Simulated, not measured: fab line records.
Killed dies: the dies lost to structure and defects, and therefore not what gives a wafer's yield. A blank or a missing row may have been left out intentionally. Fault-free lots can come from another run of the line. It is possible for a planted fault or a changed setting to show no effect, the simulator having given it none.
Matching of chambers	flow berkeley cmos170	UCB170_PWELL_ETCH_14 on rie diel-03: 4 sister chambers
The step etches Si3N4 in CH3F/Ar/O2, stops on SiO2, target depth 242 nm, time 151 s. 4 wafers are shown with their chamber, then 7 later ones without.

== WAFERS WITH THEIR CHAMBER ==
wafer	chamber	drypump motor current A (A)
L993.1	1	6.5
L100.3	0	6.0
L101.1	2	5.9
L101.2	3	4.8

== WAFERS MISSING THEIR CHAMBER ==
wafer	drypump motor current A (A)
L101.3	6.0
L108.3	6.6
L108.4	6.0
L108.5	4.9
L111.3	4.9
L111.5	4.8
L111.6	5.9

== WHICH CHAMBER EACH ONE RAN IN ==
wafer	from the rows above	in truth
L101.3	can't be placed: 0 or 2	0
L108.3	1	1
L108.4	can't be placed: 0 or 2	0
L108.5	3	3
L111.3	3	3
L111.5	3	3
L111.6	can't be placed: 2 or 0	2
4 of 7 placed correctly. Can't be placed from these rows: 3 (the true chamber is among the candidates in 3). Number placed wrongly: 0.
How it was worked out, from the rows above alone: a wafer's distance from a chamber is the root of the sum, over the readings, of the square of ((its reading less the chamber's mean) divided by the reading's scatter). If the next closest chamber is less than 2 further off than the closest, the wafer can't be placed; otherwise it belongs to the closest. A chamber's mean is the mean of its shown wafers. The scatter (one wafer shown for each chamber): square how far every hidden wafer sits from the nearest shown wafer, average those squares and take the square root.
